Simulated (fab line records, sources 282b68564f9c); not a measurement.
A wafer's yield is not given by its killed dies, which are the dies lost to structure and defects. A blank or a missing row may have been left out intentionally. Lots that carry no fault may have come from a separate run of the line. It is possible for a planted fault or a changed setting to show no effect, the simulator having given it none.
A struck lot beside a sound one	flow rit-cmos	15 out of 202 route steps
Sound: the wafers L634.1, L634.3, L634.5. Wafers struck: L645.1, L645.3, L645.4. The cause is named last.
At each step with rows: each side's tool, then ch and its chambers, then its first start. Under that, the readings that differ: sound wafers	struck wafers	difference of the means	sigmas: that difference in standard deviations of wafers without a fault.
alike: readings whose means differ by less than 2 such deviations, and words and numbers that are the same on both sides. not compared: withheld readings, readings that some wafer has no value for, bounds like >300 that may hide the same value, and numbers for which the record gives no deviation and whose values overlap.
A row with sigmas, a row that says differs or no value, or rows on one side alone: a step with any of these is where the two part. Numbers that don't overlap but have no deviation are shown without sigmas and don't part them. Lack of a reading on every wafer of one side parts them only where that side has two or more wafers.

first, 1 step without rows for these wafers: RIT_SILICIDE_WET_ETCH_00 (etches SiO2 in BOE, target depth 14 nm, time 15 s).
RIT_SILICIDE_SPUTTER_01: material Ti, target thk 30 nm, time 240 s.
  sound on pvd-sputter-04 at day 5 00:51; struck on pvd-sputter-03 at day 7 07:05
  alike: throttle-valve-pct
RIT_SILICIDE_RS_MEAS_02: uses a four-point probe to measure.
  sound on film-metro-01 at day 5 01:01; struck on film-metro-03 at day 7 07:14
reading	sound	struck	difference	sigmas
SILICIDE_TI_RS (ohm/sq)	46.7 47.3 47.6	48.3 49.1 49.2	+1.7	+2
RIT_SILICIDE_THK_MEAS_03: measures by xrf.
  sound on film-metro-01 at day 5 01:08; struck on film-metro-03 at day 7 07:21
  alike: SILICIDE_TI_THK
RIT_SILICIDE_RTA_04: time 10 s, ramp up 5 s, ramp down 5 s.
  sound on rtp-anneal-01 ch 0, day 5 01:11; struck on rtp-anneal-02 ch 0, day 7 07:25
  alike: wafer_temp_C_max
then, 1 step without rows for these wafers: RIT_SILICIDE_WET_ETCH_05 (etches Ti in SPM, time 120 s).
RIT_SILICIDE_RTA_06: time 10 s, ramp up 5 s, ramp down 10 s.
  sound on rtp-anneal-02 ch 0, day 5 01:18; struck on rtp-anneal-01 ch 0, day 7 07:31
  alike: wafer_temp_C_max
RIT_CONTACT_CVD_00: deposits SiO2 from TEOS, target thk 400 nm, time 61 s.
  sound on pecvd-02 ch 0, day 5 01:22; struck on pecvd-03 ch 1,2, day 7 07:35
reading	sound	struck	difference	sigmas
heater-power-w (W)	211 224 243	242 434 339	+112	+2
  alike: susceptor-temp-C
RIT_CONTACT_THK_MEAS_01:
  sound on film-metro-04 at day 5 01:26; struck on film-metro-03 at day 7 07:38
  alike: CONTACT_TEOS_THK
then, 3 steps without rows for these wafers: RIT_CONTACT_HMDS_02 (prime time 60 s); RIT_CONTACT_COAT_03 (resist thk 1000 nm); RIT_CONTACT_SOFTBAKE_04 (time 60 s).
RIT_CONTACT_EXPOSE_05: exposes mask M11, target cd 1000 nm.
  sound on iline-stepper-02 ch 0, day 5 01:57; struck on iline-stepper-02 ch 0, day 7 08:16
reading	sound	struck	difference	sigmas
model.CONTACT.overlay-x-nm (nm)	-0.6108 -0.6108 -0.6108	-0.09004 -0.09004 -0.09004	+0.52076	
  alike: mask, stage-vel-mm-s
after that, 1 step had no rows for these wafers: RIT_CONTACT_PEB_06.
RIT_M1_PROBE_99:
  sound wafers here have rows in the record (prober-02, day 5 07:46); struck ones have none

== WHERE THEY PART ==
Last at RIT_M1_PROBE_99 as far as this record goes, first at RIT_SILICIDE_RS_MEAS_02.

WHY: the cause the simulator had injected
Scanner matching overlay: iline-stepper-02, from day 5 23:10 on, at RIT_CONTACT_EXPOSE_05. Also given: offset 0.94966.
